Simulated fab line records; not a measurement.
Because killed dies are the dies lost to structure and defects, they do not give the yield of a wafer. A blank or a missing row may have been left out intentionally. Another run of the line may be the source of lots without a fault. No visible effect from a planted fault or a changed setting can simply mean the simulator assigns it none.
Chamber matching / flow berkeleyCmos170 / 4 sister chambers for UCB170_CONTACT_ETCH_17 on rieDiel-03
The step etches BARC in N2/H2. 14 wafers are shown with their chamber, then 7 later ones without.

## EACH WAFER AND ITS CHAMBER
wafer=L440.2; chamber=1; drypumpMotorCurrentA (A)=5.2; throttleValvePct (%)=13.23; oesProductAu (a.u.)=0.990
wafer=L440.4; chamber=0; drypumpMotorCurrentA (A)=5.7; throttleValvePct (%)=13.35; oesProductAu (a.u.)=1.001
wafer=L440.5; chamber=2; drypumpMotorCurrentA (A)=5.3; throttleValvePct (%)=13.03; oesProductAu (a.u.)=1.000
wafer=L444.2; chamber=3; drypumpMotorCurrentA (A)=4.9; throttleValvePct (%)=13.29; oesProductAu (a.u.)=1.023
wafer=L444.3; chamber=0; drypumpMotorCurrentA (A)=5.7; throttleValvePct (%)=13.34; oesProductAu (a.u.)=0.997
wafer=L444.4; chamber=1; drypumpMotorCurrentA (A)=5.2; throttleValvePct (%)=13.22; oesProductAu (a.u.)=0.984
wafer=L443.2; chamber=3; drypumpMotorCurrentA (A)=4.9; throttleValvePct (%)=13.29; oesProductAu (a.u.)=1.020
wafer=L443.4; chamber=1; drypumpMotorCurrentA (A)=5.2; throttleValvePct (%)=13.22; oesProductAu (a.u.)=0.986
wafer=L443.6; chamber=0; drypumpMotorCurrentA (A)=5.7; throttleValvePct (%)=13.35; oesProductAu (a.u.)=0.999
wafer=L448.1; chamber=2; drypumpMotorCurrentA (A)=5.3; throttleValvePct (%)=13.04; oesProductAu (a.u.)=0.997
wafer=L448.2; chamber=0; drypumpMotorCurrentA (A)=5.7; throttleValvePct (%)=13.33; oesProductAu (a.u.)=0.993
wafer=L448.5; chamber=0; drypumpMotorCurrentA (A)=5.7; throttleValvePct (%)=13.36; oesProductAu (a.u.)=0.990
wafer=L449.2; chamber=1; drypumpMotorCurrentA (A)=5.1; throttleValvePct (%)=13.24; oesProductAu (a.u.)=0.993
wafer=L449.3; chamber=0; drypumpMotorCurrentA (A)=5.7; throttleValvePct (%)=13.34; oesProductAu (a.u.)=0.997

SIGNATURES (averages over the wafers above)
reading=drypumpMotorCurrentA; chamber 0=5.700; chamber 1=5.175; chamber 2=5.300; chamber 3=4.900; scatter within a chamber=0.0274
reading=throttleValvePct; chamber 0=13.3450; chamber 1=13.2275; chamber 2=13.0350; chamber 3=13.2900; scatter within a chamber=0.00935
reading=oesProductAu; chamber 0=0.99617; chamber 1=0.98825; chamber 2=0.99850; chamber 3=1.02150; scatter within a chamber=0.00372
Rule: a wafer lies at a distance from a chamber equal to the root of the sum of squares, over the readings, of (its reading less the chamber's mean, divided by the reading's scatter). The wafer belongs to the nearest chamber; if the next one is less than 2 further off, it can't be placed. How the scatter is found: for the shown wafers, subtract from each reading the mean of its chamber, square and add these, divide the total by (wafers less chambers), then take the root.

## WAFERS WITHOUT THEIR CHAMBER
wafer=L449.4; drypumpMotorCurrentA (A)=5.4; throttleValvePct (%)=13.01; oesProductAu (a.u.)=1.012
wafer=L457.2; drypumpMotorCurrentA (A)=5.1; throttleValvePct (%)=13.23; oesProductAu (a.u.)=0.998
wafer=L457.5; drypumpMotorCurrentA (A)=4.9; throttleValvePct (%)=13.31; oesProductAu (a.u.)=1.035
wafer=L457.6; drypumpMotorCurrentA (A)=5.3; throttleValvePct (%)=13.03; oesProductAu (a.u.)=1.010
wafer=L461.1; drypumpMotorCurrentA (A)=5.3; throttleValvePct (%)=13.02; oesProductAu (a.u.)=0.998
wafer=L461.4; drypumpMotorCurrentA (A)=4.9; throttleValvePct (%)=13.28; oesProductAu (a.u.)=1.017
wafer=L461.5; drypumpMotorCurrentA (A)=4.9; throttleValvePct (%)=13.30; oesProductAu (a.u.)=1.030

## WHICH CHAMBER EACH ONE RAN IN
wafer=L449.4; from the rows above=2; in truth=2
wafer=L457.2; from the rows above=1; in truth=1
wafer=L457.5; from the rows above=3; in truth=3
wafer=L457.6; from the rows above=2; in truth=2
wafer=L461.1; from the rows above=2; in truth=2
wafer=L461.4; from the rows above=3; in truth=3
wafer=L461.5; from the rows above=3; in truth=3
Placed correctly: 7 of 7. Left unplaced by these rows: 0. Placed wrongly: 0.
